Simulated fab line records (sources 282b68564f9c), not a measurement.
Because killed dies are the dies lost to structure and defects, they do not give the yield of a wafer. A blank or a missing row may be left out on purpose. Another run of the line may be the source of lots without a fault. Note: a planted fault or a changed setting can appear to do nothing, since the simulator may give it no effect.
fab line records ; flow ritCmos
[record] lots = 14; wafers = 42; lastDay = 7
route steps=202 shown FOX2@23
lots that met no fault: taken from a fault-free run of the same line
startH: the number of hours between the record's first day and the start of the first shown wafer of the lot ; waitH: time in hours since the lot's previous step ; " unchanged from the row above ; L1.1+2: a row that stands for several wafers ; - either no value or no given start ; * or withheld: withheld ; < > ~ a bound
route shown NAME@n: NAME is a module with steps in the file, n the number in the route of the first one ; usual: the fault-free wafers' mean and standard deviation ; same: alike in all rows ; chamber/n: place in a boat ; sites: the reading at each site ; _std_site: standard deviation of those values ; _edge_site: outer sites' mean less inner sites' ; radiusMm: for every site, how far away it sits from the centre of the wafer ; mask NAME#n: copy n ; behind: the last tool/chamber to shape the wafer ; hold: what put the lot on hold/how long, in hours/how the hold closed ; device: which transistor (n, p or np) failed to switch ; end of line: the tests these same wafers got at the end of their route ; where a step has no rows: the recipe by itself ; killed: the dies lost at the first sort to structure and to defects; this is not the yield of the wafer ; map: shows each die of a wafer: x if killed, . if not, _ if none is there
set.NAME: the setting as run; set.NAME@STEP: as run at that earlier step ; model.NAME: the simulator's own value behind a step, which no gauge read
route steps across a sampled set of lots; one table per step, one row per wafer
services: from which hour (startH, from the record's first day; less than 0 if before it) a tool's chamber was out of use, for how many hours, and why
[[steps]]
[step RIT_FOX2_OXIDATION_00]
[recipe] tempC = 1100; ambient = H2O; targetThkA = 3507; pH2oTorr = 720; oxTimeS = 1130
[usual] spikeTcCentreC = 1102.4/1.5; spikeTcLoadC = 1130.5/1.5; spikeTcSourceC = 1130.6/1.9; tubeCenterTempC = 1100/0.11; tube_center_temp_C_max = 1102.9/0.48
[same] oxTimeS = 1130
lot.wafer;tool;chamber;startH;waitH;spikeTcCentreC;spikeTcLoadC;spikeTcSourceC;tubeCenterTempC;tube_center_temp_C_max
L764.1;furnace-01;0;17.12;0.0;1104.1;1130.2;1131.5;1100;1103.2
L764.5;furnace-01;0;17.12;0.0;1104.1;1129.0;1130.6;1100;1102.4
L764.6;furnace-01;0;17.12;0.0;1103.2;1131.6;1129.8;1100.3;1102.7
L765.2;furnace-04;0;24.34;0.3;1100.9;1130.7;1132.2;1100.1;1102.8
L765.3;furnace-04;0;24.34;0.3;1100.4;1128.5;1131.4;1100.2;1103.0
L765.4;furnace-04;0;24.34;0.3;1101.0;1129.4;1131.9;1099.9;1102.5
L766.3;furnace-01;0;30.48;0.0;1104.8;1132.6;1130.0;1100;1103.4
L766.4;furnace-01;0;30.48;0.0;1102.2;1131.1;1131.0;1100.1;1103.8
L766.6;furnace-01;0;30.48;0.0;1104.0;1130.7;1131.2;1100;1102.8
L769.1;furnace-04;0;42.93;0.1;1072.6;1101.9;1106.5;1075.1;1077.5
L769.3;furnace-04;0;42.93;0.1;1078.7;1105.3;1106.6;1074.9;1077.4
L769.5;furnace-04;0;42.93;0.1;1076.7;1105.9;1106.3;1074.9;1077.6
L771.1;furnace-04;0;53.04;0.9;1076.1;1105.7;1108.1;1075.2;1078.3
L771.3;furnace-04;0;53.04;0.9;1074.6;1102.7;1108.1;1075;1078.4
L771.5;furnace-04;0;53.04;0.9;1073.8;1103.7;1106.8;1075.2;1078.3
L772.1;furnace-01;0;58.24;0.0;1103.7;1129.8;1131.0;1100;1102.4
L772.2;furnace-01;0;58.24;0.0;1101.9;1130.9;1131.0;1099.9;1102.5
L772.3;furnace-01;0;58.24;0.0;1103.3;1128.8;1131.2;1099.9;1102.6
L778.2;furnace-01;0;87.94;0.0;1101.3;1131.2;1130.2;1100;1103.4
L778.3;furnace-01;0;87.94;0.0;1102.6;1131.6;1131.0;1100.2;1103.1
L778.4;furnace-01;0;87.94;0.0;1104.5;1131.6;1130.3;1100.1;1103.0
L779.1;furnace-01;0;92.03;0.0;1102.6;1132.2;1130.8;1099.9;1103.8
L779.3;furnace-01;0;92.03;0.0;1102.5;1132.0;1130.6;1099.9;1102.7
L779.4;furnace-01;0;92.03;0.0;1103.2;1131.2;1132.1;1100;1102.1
L780.1;furnace-01;0;98.50;0.1;1102.7;1132.2;1130.1;1100.1;1102.3
L780.5;furnace-01;0;98.50;0.1;1103.0;1130.8;1130.8;1100;1102.7
L780.6;furnace-01;0;98.50;0.1;1102.4;1131.2;1130.7;1100.1;1104.4
L781.2;furnace-01;0;102.14;0.0;1103.7;1130.2;1131.1;1100.1;1103.0
L781.4;furnace-01;0;102.14;0.0;1104.6;1130.2;1130.5;1100.1;1103.5
L781.5;furnace-01;0;102.14;0.0;1103.9;1132.0;1130.8;1100.1;1102.8
L784.3;furnace-02;0;117.60;0.5;1102.8;1133.5;1127.8;1100;1102.5
L784.4;furnace-02;0;117.60;0.5;1104.8;1130.5;1128.0;1100.1;1103.5
L784.5;furnace-02;0;117.60;0.5;1103.7;1131.1;1128.2;1100.1;1103.1
L785.1;furnace-04;0;123.55;0.1;1101.8;1129.2;1132.8;1099.8;1102.4
L785.2;furnace-04;0;123.55;0.1;1102.9;1130.2;1133.7;1099.9;1102.4
L785.3;furnace-04;0;123.55;0.1;1102.1;1127.6;1133.1;1100;1102.7
L786.1;furnace-04;0;127.29;0.0;1099.9;1130.1;1130.6;1099.9;1102.9
L786.2;furnace-04;0;127.29;0.0;1103.2;1129.5;1132.3;1099.9;1103.0
L786.4;furnace-04;0;127.29;0.0;1101.4;1129.3;1131.0;1100.3;1103.5
L787.1;furnace-04;0;132.30;0.0;1100.5;1128.7;1132.2;1100;1102.7
L787.4;furnace-04;0;132.30;0.0;1100.1;1128.1;1133.0;1100.2;1103.0
L787.5;furnace-04;0;132.30;0.0;1100.7;1129.5;1129.5;1099.9;1102.1
[step RIT_FOX2_THK_MEAS_01]
[recipe] reads = SiO2_of_FOX2_OXIDATION_00
[usual] FOX2_OXIDE_THK = 354/7
lot.wafer;tool;chamber;startH;waitH;FOX2_OXIDE_THK[nm]
L764.1;filmMetro-02;-;18.43;0.0;353
L764.5;filmMetro-02;-;18.43;0.0;351
L764.6;filmMetro-02;-;18.43;0.0;355
L765.2;filmMetro-03;-;25.66;0.0;352
L765.3;filmMetro-03;-;25.66;0.0;353
L765.4;filmMetro-03;-;25.66;0.0;354
L766.3;filmMetro-02;-;31.81;0.0;354
L766.4;filmMetro-02;-;31.81;0.0;351
L766.6;filmMetro-02;-;31.81;0.0;355
L769.1;filmMetro-03;-;44.24;0.0;321
L769.3;filmMetro-03;-;44.24;0.0;327
L769.5;filmMetro-03;-;44.24;0.0;318
L771.1;filmMetro-02;-;54.35;0.0;321
L771.3;filmMetro-02;-;54.35;0.0;312
L771.5;filmMetro-02;-;54.35;0.0;322
L772.1;filmMetro-02;-;59.55;0.0;354
L772.2;filmMetro-02;-;59.55;0.0;351
L772.3;filmMetro-02;-;59.55;0.0;351
L778.2;filmMetro-03;-;89.26;0.0;347
L778.3;filmMetro-03;-;89.26;0.0;340
L778.4;filmMetro-03;-;89.26;0.0;347
L779.1;filmMetro-03;-;93.34;0.0;360
L779.3;filmMetro-03;-;93.34;0.0;365
L779.4;filmMetro-03;-;93.34;0.0;357
L780.1;filmMetro-02;-;99.82;0.0;353
L780.5;filmMetro-02;-;99.82;0.0;351
L780.6;filmMetro-02;-;99.82;0.0;348
L781.2;filmMetro-04;-;103.47;0.0;355
L781.4;filmMetro-04;-;103.47;0.0;355
L781.5;filmMetro-04;-;103.47;0.0;353
L784.3;filmMetro-04;-;118.94;0.0;343
L784.4;filmMetro-04;-;118.94;0.0;339
L784.5;filmMetro-04;-;118.94;0.0;338
L785.1;filmMetro-04;-;124.87;0.0;354
L785.2;filmMetro-04;-;124.87;0.0;357
L785.3;filmMetro-04;-;124.87;0.0;357
L786.1;filmMetro-03;-;128.60;0.0;357
L786.2;filmMetro-03;-;128.60;0.0;362
L786.4;filmMetro-03;-;128.60;0.0;359
L787.1;filmMetro-04;-;133.61;0.0;360
L787.4;filmMetro-04;-;133.61;0.0;352
L787.5;filmMetro-04;-;133.61;0.0;355
[step RIT_FOX2_THK_MEAS_90]
[recipe] reads = SiO2_of_FOX2_OXIDATION_00
[usual] FIELD_OXIDE_LEFT_1_THK = 327/6.9
lot.wafer;tool;chamber;startH;waitH;FIELD_OXIDE_LEFT_1_THK[nm]
L764.1;filmMetro-03;-;19.39;0.0;326
L764.5;filmMetro-03;-;19.39;0.0;324
L764.6;filmMetro-03;-;19.39;0.0;328
L765.2;filmMetro-02;-;26.54;0.0;324
L765.3;filmMetro-02;-;26.54;0.0;325
L765.4;filmMetro-02;-;26.54;0.0;326
L766.3;filmMetro-02;-;32.76;0.0;326
L766.4;filmMetro-02;-;32.76;0.0;324
L766.6;filmMetro-02;-;32.76;0.0;327
L769.1;filmMetro-03;-;45.12;0.0;294
L769.3;filmMetro-03;-;45.12;0.0;300
L769.5;filmMetro-03;-;45.12;0.0;291
L771.1;filmMetro-03;-;55.30;0.0;294
L771.3;filmMetro-03;-;55.30;0.0;285
L771.5;filmMetro-03;-;55.30;0.0;294
L772.1;filmMetro-03;-;60.43;0.0;327
L772.2;filmMetro-03;-;60.43;0.0;324
L772.3;filmMetro-03;-;60.43;0.0;324
L778.2;filmMetro-03;-;90.14;0.0;320
L778.3;filmMetro-03;-;90.14;0.0;313
L778.4;filmMetro-03;-;90.14;0.0;320
L779.1;filmMetro-03;-;94.29;0.0;333
L779.3;filmMetro-03;-;94.29;0.0;338
L779.4;filmMetro-03;-;94.29;0.0;330
L780.1;filmMetro-04;-;100.69;0.0;326
L780.5;filmMetro-04;-;100.69;0.0;325
L780.6;filmMetro-04;-;100.69;0.0;321
L781.2;filmMetro-03;-;104.35;0.0;328
L781.4;filmMetro-03;-;104.35;0.0;328
L781.5;filmMetro-03;-;104.35;0.0;326
L784.3;filmMetro-04;-;119.81;0.0;315
L784.4;filmMetro-04;-;119.81;0.0;311
L784.5;filmMetro-04;-;119.81;0.0;310
L785.1;filmMetro-02;-;125.74;0.0;327
L785.2;filmMetro-02;-;125.74;0.0;330
L785.3;filmMetro-02;-;125.74;0.0;329
L786.1;filmMetro-03;-;129.48;0.0;329
L786.2;filmMetro-03;-;129.48;0.0;334
L786.4;filmMetro-03;-;129.48;0.0;331
L787.1;filmMetro-04;-;134.64;0.0;332
L787.4;filmMetro-04;-;134.64;0.0;325
L787.5;filmMetro-04;-;134.64;0.0;328
[step RIT_FOX2_THK_MEAS_91]
[recipe] reads = SiO2_of_FOX2_OXIDATION_00
[usual] FIELD_OXIDE_LEFT_2_THK = 259/7.1
lot.wafer;tool;chamber;startH;waitH;FIELD_OXIDE_LEFT_2_THK[nm]
L764.1;filmMetro-04;-;32.79;0.0;258
L764.5;filmMetro-04;-;32.79;0.0;256
L764.6;filmMetro-04;-;32.79;0.0;260
L765.2;filmMetro-02;-;39.09;0.0;256
L765.3;filmMetro-02;-;39.09;0.0;257
L765.4;filmMetro-02;-;39.09;0.0;259
L766.3;filmMetro-02;-;45.51;0.0;258
L766.4;filmMetro-02;-;45.51;0.0;256
L766.6;filmMetro-02;-;45.51;0.0;259
L769.1;filmMetro-03;-;57.50;0.0;227
L769.3;filmMetro-03;-;57.50;0.0;233
L769.5;filmMetro-03;-;57.50;0.0;223
L771.1;filmMetro-03;-;67.82;0.0;226
L771.3;filmMetro-03;-;67.82;0.0;217
L771.5;filmMetro-03;-;67.82;0.0;227
L772.1;filmMetro-02;-;72.71;0.0;258
L772.2;filmMetro-02;-;72.71;0.0;256
L772.3;filmMetro-02;-;72.71;0.0;255
L778.2;filmMetro-04;-;102.53;0.0;252
L778.3;filmMetro-04;-;102.53;0.0;244
L778.4;filmMetro-04;-;102.53;0.0;252
L779.1;filmMetro-02;-;106.67;0.0;265
L779.3;filmMetro-02;-;106.67;0.0;270
L779.4;filmMetro-02;-;106.67;0.0;262
L780.1;filmMetro-04;-;113.89;0.0;258
L780.5;filmMetro-04;-;113.89;0.0;256
L780.6;filmMetro-04;-;113.89;0.0;252
L781.2;filmMetro-03;-;117.01;0.0;261
L781.4;filmMetro-03;-;117.01;0.0;262
L781.5;filmMetro-03;-;117.01;0.0;259
L784.3;filmMetro-03;-;132.76;0.0;248
L784.4;filmMetro-03;-;132.76;0.0;244
L784.5;filmMetro-03;-;132.76;0.0;243
L785.1;filmMetro-03;-;138.23;0.0;259
L785.2;filmMetro-03;-;138.23;0.0;262
L785.3;filmMetro-03;-;138.23;0.0;261
L786.1;filmMetro-02;-;142.80;0.0;261
L786.2;filmMetro-02;-;142.80;0.0;266
L786.4;filmMetro-02;-;142.80;0.0;264
L787.1;filmMetro-03;-;146.76;0.0;265
L787.4;filmMetro-03;-;146.76;0.0;257
L787.5;filmMetro-03;-;146.76;0.0;260
[[services]]
tool;chamber;startH;hours;kind
furnace-01;-;-1.50;3.3;pm
furnace-04;-;1.95;4.1;pm
furnace-02;-;41.36;3.8;pm
furnace-01;-;45.29;4.4;pm
[[key]]
[firstSign] step = RIT_FOX2_OXIDATION_00; reading = tubeCenterTempC; direction = down; sigmas = 99+; usual = *; struck = *
[effect] step = RIT_FOX2_OXIDATION_00; reading = tube_center_temp_C_max; direction = down; sigmas = 52; usual = *; struck = *
[effect] step = RIT_FOX2_THK_MEAS_01; reading = FOX2_OXIDE_THK; direction = down; sigmas = 4.9; usual = 354; struck = 320
[effect] step = RIT_FOX2_THK_MEAS_90; reading = FIELD_OXIDE_LEFT_1_THK; direction = down; sigmas = 4.9; usual = 327; struck = 293
[effect] step = RIT_FOX2_THK_MEAS_91; reading = FIELD_OXIDE_LEFT_2_THK; direction = down; sigmas = 4.8; usual = 259; struck = 225
metAt RIT_FOX2_OXIDATION_00
struckLots L769,L771
testerLeftOut L769,L771
onsetBetween 24.34 42.93
[fault] kind = processParameterDrift; tool = furnace-04; chamber = -; onsetH = 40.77; steps = RIT_FOX2_OXIDATION_00; channel = tempC; offset = *; shape = step; endH = 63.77; actsIn = *; stated = *
// testerLeftOut: of these lots the tester's yield and bins aren't shown, on N5 and GAA mostly nor the transistor test; their killed dies are dies lost to structure and defects alone, not to doping, threshold or leakage, so they don't give the yield
